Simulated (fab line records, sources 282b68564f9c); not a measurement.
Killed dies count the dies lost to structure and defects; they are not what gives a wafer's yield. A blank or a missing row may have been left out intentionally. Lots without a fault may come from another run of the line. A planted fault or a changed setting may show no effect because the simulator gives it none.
fab line records || flow rit_cmos
[record] {"lots": 5, "wafers": 15, "last_day": 6}
route steps=202 shown NLDD@107 PLDD@114
lots with no fault: from the same line, run without faults
start_h: hours from the record's opening day to when the first of the lot's shown wafers began || wait_h: hours since the lot's step before || " unchanged from the row above || L1.1+2: several wafers, shown together as one row || - value missing, or start not given || * or withheld: withheld || < > ~ a bound
route shown NAME@n: a module of which the file shows steps, and the number in the route of the first || usual: mean/standard deviation taken from wafers without a fault || same: alike in all rows || chamber/n: place in a boat || sites: each site's reading || _std_site: their standard deviation || _edge_site: the outer-site mean with the inner-site mean subtracted || radius_mm: for every site, how far away it sits from the centre of the wafer || mask NAME#n: copy n || behind: tool/chamber where the wafer was last shaped || hold: reason for holding the lot/hours on hold/outcome of the hold || device: transistor that didn't switch, given as n, p or np || end of line: the route-end tests of the same wafers || where a step has no rows: the recipe by itself || killed: dies lost to structure and defects at the first sort, not the wafer's yield || map: per-die view of a wafer (x killed, . not killed, _ where there is no die)
set.NAME: the setting that was run; set.NAME@STEP: the one run at that earlier step || model.NAME: the simulator's own value behind a step, which no gauge read
certain route steps with their lots: each step a table, each wafer a row
services: the hour from which a tool's chamber was out of use, counted from the record's first day as start_h (under 0 if before that day), plus the number of hours and why
[[steps]]
[step RIT_NLDD_PEB_04]
[recipe] {"resist": "NOVOLAK", "temp_c": "withheld", "time_s": "withheld"}
{"lot.wafer": "L082.1+3+4", "tool": "litho_track-04", "chamber": 0, "start_h": 81.80, "wait_h": 0.1}
{"lot.wafer": "L085.3+4+5", "tool": "litho_track-04", "chamber": 0, "start_h": 97.14, "wait_h": 0.1}
{"lot.wafer": "L089.1+4+6", "tool": "litho_track-01", "chamber": 0, "start_h": 115.49, "wait_h": 0.1}
{"lot.wafer": "L090.1+2+4", "tool": "litho_track-02", "chamber": 0, "start_h": 120.89, "wait_h": 0.1}
{"lot.wafer": "L091.3+5+6", "tool": "litho_track-04", "chamber": 0, "start_h": 126.74, "wait_h": 0.1}
[step RIT_NLDD_DEVELOP_05]
[recipe] {"resist": "NOVOLAK", "develop_time_s": 50, "dev_temp_c": 23}
{"lot.wafer": "L082.1+3+4", "tool": "litho_track-04", "chamber": 0, "start_h": "-", "wait_h": "-"}
{"lot.wafer": "L085.3+4+5", "tool": "litho_track-04", "chamber": 0, "start_h": "-", "wait_h": "-"}
{"lot.wafer": "L089.1+4+6", "tool": "litho_track-01", "chamber": 0, "start_h": "-", "wait_h": "-"}
{"lot.wafer": "L090.1+2+4", "tool": "litho_track-02", "chamber": 0, "start_h": "-", "wait_h": "-"}
{"lot.wafer": "L091.3+5+6", "tool": "litho_track-04", "chamber": 0, "start_h": "-", "wait_h": "-"}
[step RIT_NLDD_OVL_MEAS_06]
[usual] {"NLDD_OVL": "0.0/1.2"}
{"lot.wafer": "L082.1", "tool": "overlay-02", "chamber": "-", "start_h": 82.08, "wait_h": "-", "NLDD_OVL[nm]": 0.1}
{"lot.wafer": "L082.3", "tool": "overlay-02", "chamber": "-", "start_h": 82.08, "wait_h": "-", "NLDD_OVL[nm]": 1.4}
{"lot.wafer": "L082.4", "tool": "overlay-02", "chamber": "-", "start_h": 82.08, "wait_h": "-", "NLDD_OVL[nm]": -0.1}
{"lot.wafer": "L085.3", "tool": "overlay-01", "chamber": "-", "start_h": 97.39, "wait_h": "-", "NLDD_OVL[nm]": -1.0}
{"lot.wafer": "L085.4", "tool": "overlay-01", "chamber": "-", "start_h": 97.39, "wait_h": "-", "NLDD_OVL[nm]": -0.5}
{"lot.wafer": "L085.5", "tool": "overlay-01", "chamber": "-", "start_h": 97.39, "wait_h": "-", "NLDD_OVL[nm]": -0.4}
{"lot.wafer": "L089.1", "tool": "overlay-02", "chamber": "-", "start_h": 115.78, "wait_h": "-", "NLDD_OVL[nm]": -1.9}
{"lot.wafer": "L089.4", "tool": "overlay-02", "chamber": "-", "start_h": 115.78, "wait_h": "-", "NLDD_OVL[nm]": -0.9}
{"lot.wafer": "L089.6", "tool": "overlay-02", "chamber": "-", "start_h": 115.78, "wait_h": "-", "NLDD_OVL[nm]": -1.5}
{"lot.wafer": "L090.1", "tool": "overlay-02", "chamber": "-", "start_h": 121.17, "wait_h": "-", "NLDD_OVL[nm]": -0.1}
{"lot.wafer": "L090.2", "tool": "overlay-02", "chamber": "-", "start_h": 121.17, "wait_h": "-", "NLDD_OVL[nm]": -1.2}
{"lot.wafer": "L090.4", "tool": "overlay-02", "chamber": "-", "start_h": 121.17, "wait_h": "-", "NLDD_OVL[nm]": -0.5}
{"lot.wafer": "L091.3", "tool": "overlay-01", "chamber": "-", "start_h": 126.99, "wait_h": "-", "NLDD_OVL[nm]": 2.7}
{"lot.wafer": "L091.5", "tool": "overlay-01", "chamber": "-", "start_h": 126.99, "wait_h": "-", "NLDD_OVL[nm]": 0.7}
{"lot.wafer": "L091.6", "tool": "overlay-01", "chamber": "-", "start_h": 126.99, "wait_h": "-", "NLDD_OVL[nm]": 0.6}
[step RIT_NLDD_HARDBAKE_07]
[recipe] {"resist": "NOVOLAK", "temp_c": 140, "time_s": 60}
[same] {"time_s": 60}
{"lot.wafer": "L082.1+3+4", "tool": "litho_track-02", "chamber": 0, "start_h": 82.12, "wait_h": 0.0}
{"lot.wafer": "L085.3+4+5", "tool": "litho_track-01", "chamber": 0, "start_h": 97.46, "wait_h": 0.1}
{"lot.wafer": "L089.1+4+6", "tool": "litho_track-04", "chamber": 0, "start_h": 115.81, "wait_h": 0.0}
{"lot.wafer": "L090.1+2+4", "tool": "litho_track-01", "chamber": 0, "start_h": 121.21, "wait_h": 0.0}
{"lot.wafer": "L091.3+5+6", "tool": "litho_track-01", "chamber": 0, "start_h": 127.06, "wait_h": 0.1}
[step RIT_NLDD_IMPLANT_08]
[recipe] {"species": "P", "energy_kev": 20, "dose_cm2": 5e+14, "tilt_deg": 7}
{"lot.wafer": "L082.1+3+4", "tool": "implanter-04", "chamber": 0, "start_h": 82.27, "wait_h": 0.1}
{"lot.wafer": "L085.3+4+5", "tool": "implanter-03", "chamber": 0, "start_h": 97.61, "wait_h": 0.1}
{"lot.wafer": "L089.1+4+6", "tool": "implanter-03", "chamber": 0, "start_h": 115.96, "wait_h": 0.1}
{"lot.wafer": "L090.1+2+4", "tool": "implanter-02", "chamber": 0, "start_h": 121.36, "wait_h": 0.1}
{"lot.wafer": "L091.3+5+6", "tool": "implanter-02", "chamber": 0, "start_h": 127.21, "wait_h": 0.1}
[step RIT_NLDD_STRIP_09]
[recipe] {"chemistry": "O2", "time_s": 180, "resist": "NOVOLAK", "platen_temp_c": "withheld", "power_w": 500, "pressure_mtorr": 4000, "o2_flow_sccm": 4000}
[usual] {"drypump_motor_current_A": "5.8/0.43"}
[same] {"time_s": 180}
{"lot.wafer": "L082.1", "tool": "plasma_asher-03", "chamber": 1, "start_h": 82.42, "wait_h": 0.1, "drypump_motor_current_A": 5.5, "rf_hours_counter_h": 32}
{"lot.wafer": "L082.3", "tool": "plasma_asher-03", "chamber": 1, "start_h": 82.42, "wait_h": 0.1, "drypump_motor_current_A": 5.5, "rf_hours_counter_h": "-"}
{"lot.wafer": "L082.4", "tool": "plasma_asher-03", "chamber": 0, "start_h": 82.42, "wait_h": 0.1, "drypump_motor_current_A": 6.3, "rf_hours_counter_h": "-"}
{"lot.wafer": "L085.3", "tool": "plasma_asher-02", "chamber": 1, "start_h": 97.77, "wait_h": 0.1, "drypump_motor_current_A": 5.4, "rf_hours_counter_h": "-"}
{"lot.wafer": "L085.4", "tool": "plasma_asher-02", "chamber": 0, "start_h": 97.77, "wait_h": 0.1, "drypump_motor_current_A": 5.2, "rf_hours_counter_h": "-"}
{"lot.wafer": "L085.5", "tool": "plasma_asher-02", "chamber": 0, "start_h": 97.77, "wait_h": 0.1, "drypump_motor_current_A": 5.2, "rf_hours_counter_h": "-"}
{"lot.wafer": "L089.1", "tool": "plasma_asher-04", "chamber": 0, "start_h": 116.11, "wait_h": 0.1, "drypump_motor_current_A": 6.3, "rf_hours_counter_h": 51}
{"lot.wafer": "L089.4", "tool": "plasma_asher-04", "chamber": 0, "start_h": 116.11, "wait_h": 0.1, "drypump_motor_current_A": 6.3, "rf_hours_counter_h": "-"}
{"lot.wafer": "L089.6", "tool": "plasma_asher-04", "chamber": 0, "start_h": 116.11, "wait_h": 0.1, "drypump_motor_current_A": 6.3, "rf_hours_counter_h": "-"}
{"lot.wafer": "L090.1", "tool": "plasma_asher-04", "chamber": 1, "start_h": 121.51, "wait_h": 0.1, "drypump_motor_current_A": 6.1, "rf_hours_counter_h": 51}
{"lot.wafer": "L090.2", "tool": "plasma_asher-04", "chamber": 0, "start_h": 121.51, "wait_h": 0.1, "drypump_motor_current_A": 6.3, "rf_hours_counter_h": 51}
{"lot.wafer": "L090.4", "tool": "plasma_asher-04", "chamber": 1, "start_h": 121.51, "wait_h": 0.1, "drypump_motor_current_A": 6.1, "rf_hours_counter_h": "-"}
{"lot.wafer": "L091.3", "tool": "plasma_asher-04", "chamber": 1, "start_h": 127.37, "wait_h": 0.1, "drypump_motor_current_A": 6.1, "rf_hours_counter_h": "-"}
{"lot.wafer": "L091.5", "tool": "plasma_asher-04", "chamber": 0, "start_h": 127.37, "wait_h": 0.1, "drypump_motor_current_A": 6.3, "rf_hours_counter_h": "-"}
{"lot.wafer": "L091.6", "tool": "plasma_asher-04", "chamber": 1, "start_h": 127.37, "wait_h": 0.1, "drypump_motor_current_A": 6.1, "rf_hours_counter_h": "-"}
[step RIT_NLDD_TW_MEAS_10]
[usual] {"NLDD_TW": "2489/10"}
{"lot.wafer": "L082.1", "tool": "film_metro-04", "chamber": "-", "start_h": 82.59, "wait_h": 0.1, "NLDD_TW": 2488}
{"lot.wafer": "L082.3", "tool": "film_metro-04", "chamber": "-", "start_h": 82.59, "wait_h": 0.1, "NLDD_TW": 2484}
{"lot.wafer": "L082.4", "tool": "film_metro-04", "chamber": "-", "start_h": 82.59, "wait_h": 0.1, "NLDD_TW": 2496}
{"lot.wafer": "L085.3", "tool": "film_metro-02", "chamber": "-", "start_h": 97.91, "wait_h": 0.1, "NLDD_TW": 2478}
{"lot.wafer": "L085.4", "tool": "film_metro-02", "chamber": "-", "start_h": 97.91, "wait_h": 0.1, "NLDD_TW": 2471}
{"lot.wafer": "L085.5", "tool": "film_metro-02", "chamber": "-", "start_h": 97.91, "wait_h": 0.1, "NLDD_TW": 2459}
{"lot.wafer": "L089.1", "tool": "film_metro-03", "chamber": "-", "start_h": 116.29, "wait_h": 0.1, "NLDD_TW": 2478}
{"lot.wafer": "L089.4", "tool": "film_metro-03", "chamber": "-", "start_h": 116.29, "wait_h": 0.1, "NLDD_TW": 2498}
{"lot.wafer": "L089.6", "tool": "film_metro-03", "chamber": "-", "start_h": 116.29, "wait_h": 0.1, "NLDD_TW": 2480}
{"lot.wafer": "L090.1", "tool": "film_metro-02", "chamber": "-", "start_h": 121.68, "wait_h": 0.1, "NLDD_TW": 2486}
{"lot.wafer": "L090.2", "tool": "film_metro-02", "chamber": "-", "start_h": 121.68, "wait_h": 0.1, "NLDD_TW": 2496}
{"lot.wafer": "L090.4", "tool": "film_metro-02", "chamber": "-", "start_h": 121.68, "wait_h": 0.1, "NLDD_TW": 2489}
{"lot.wafer": "L091.3", "tool": "film_metro-03", "chamber": "-", "start_h": 127.50, "wait_h": 0.1, "NLDD_TW": 2491}
{"lot.wafer": "L091.5", "tool": "film_metro-03", "chamber": "-", "start_h": 127.50, "wait_h": 0.1, "NLDD_TW": 2489}
{"lot.wafer": "L091.6", "tool": "film_metro-03", "chamber": "-", "start_h": 127.50, "wait_h": 0.1, "NLDD_TW": 2494}
[step RIT_PLDD_HMDS_00]
[recipe] {"prime_time_s": 60, "prime_temp_c": 140}
{"lot.wafer": "L082.1+3+4", "tool": "litho_track-01", "chamber": 0, "start_h": 82.65, "wait_h": 0.1}
{"lot.wafer": "L085.3+4+5", "tool": "litho_track-04", "chamber": 0, "start_h": 98.00, "wait_h": 0.1}
{"lot.wafer": "L089.1+4+6", "tool": "litho_track-03", "chamber": 0, "start_h": 116.35, "wait_h": 0.1}
{"lot.wafer": "L090.1+2+4", "tool": "litho_track-04", "chamber": 0, "start_h": 121.74, "wait_h": 0.1}
{"lot.wafer": "L091.3+5+6", "tool": "litho_track-01", "chamber": 0, "start_h": 127.59, "wait_h": 0.1}
[step RIT_PLDD_COAT_01]
[recipe] {"resist": "NOVOLAK", "spin_rpm": 3250, "resist_thk_nm": 1000}
{"lot.wafer": "L082.1+3+4", "tool": "litho_track-01", "chamber": 0, "start_h": 82.80, "wait_h": 0.1}
{"lot.wafer": "L085.3+4+5", "tool": "litho_track-04", "chamber": 0, "start_h": 98.15, "wait_h": 0.1}
{"lot.wafer": "L089.1+4+6", "tool": "litho_track-03", "chamber": 0, "start_h": 116.50, "wait_h": 0.1}
{"lot.wafer": "L090.1+2+4", "tool": "litho_track-04", "chamber": 0, "start_h": 121.89, "wait_h": 0.1}
{"lot.wafer": "L091.3+5+6", "tool": "litho_track-01", "chamber": 0, "start_h": 127.74, "wait_h": 0.1}
[step RIT_PLDD_SOFTBAKE_02]
[recipe] {"resist": "NOVOLAK", "temp_c": 90, "time_s": 60}
[same] {"time_s": 60}
{"lot.wafer": "L082.1+3+4", "tool": "litho_track-01", "chamber": 0, "start_h": 82.95, "wait_h": 0.1}
{"lot.wafer": "L085.3+4+5", "tool": "litho_track-04", "chamber": 0, "start_h": 98.30, "wait_h": 0.1}
{"lot.wafer": "L089.1+4+6", "tool": "litho_track-03", "chamber": 0, "start_h": 116.65, "wait_h": 0.1}
{"lot.wafer": "L090.1+2+4", "tool": "litho_track-04", "chamber": 0, "start_h": 122.04, "wait_h": 0.1}
{"lot.wafer": "L091.3+5+6", "tool": "litho_track-01", "chamber": 0, "start_h": 127.89, "wait_h": 0.1}
[[services]]
{"tool": "implanter-04", "chamber": "-", "start_h": 65.94, "hours": 1.4, "kind": "repair"}
{"tool": "plasma_asher-02", "chamber": "-", "start_h": 69.46, "hours": 7.5, "kind": "repair"}
{"tool": "implanter-04", "chamber": "-", "start_h": 86.29, "hours": 2.8, "kind": "repair"}
{"tool": "plasma_asher-03", "chamber": "-", "start_h": 93.85, "hours": 2.8, "kind": "pm"}
{"tool": "plasma_asher-02", "chamber": "-", "start_h": 108.75, "hours": 9.0, "kind": "pm"}
{"tool": "plasma_asher-02", "chamber": 0, "start_h": 108.75, "hours": 9.0, "kind": "vent_cycle"}
{"tool": "plasma_asher-02", "chamber": 1, "start_h": 108.75, "hours": 9.0, "kind": "vent_cycle"}
{"tool": "plasma_asher-02", "chamber": 0, "start_h": 117.75, "hours": "-", "kind": "clean"}
{"tool": "plasma_asher-02", "chamber": 1, "start_h": 117.75, "hours": "-", "kind": "clean"}
{"tool": "implanter-03", "chamber": "-", "start_h": 126.30, "hours": 4.0, "kind": "pm"}
[[key]]
fault none
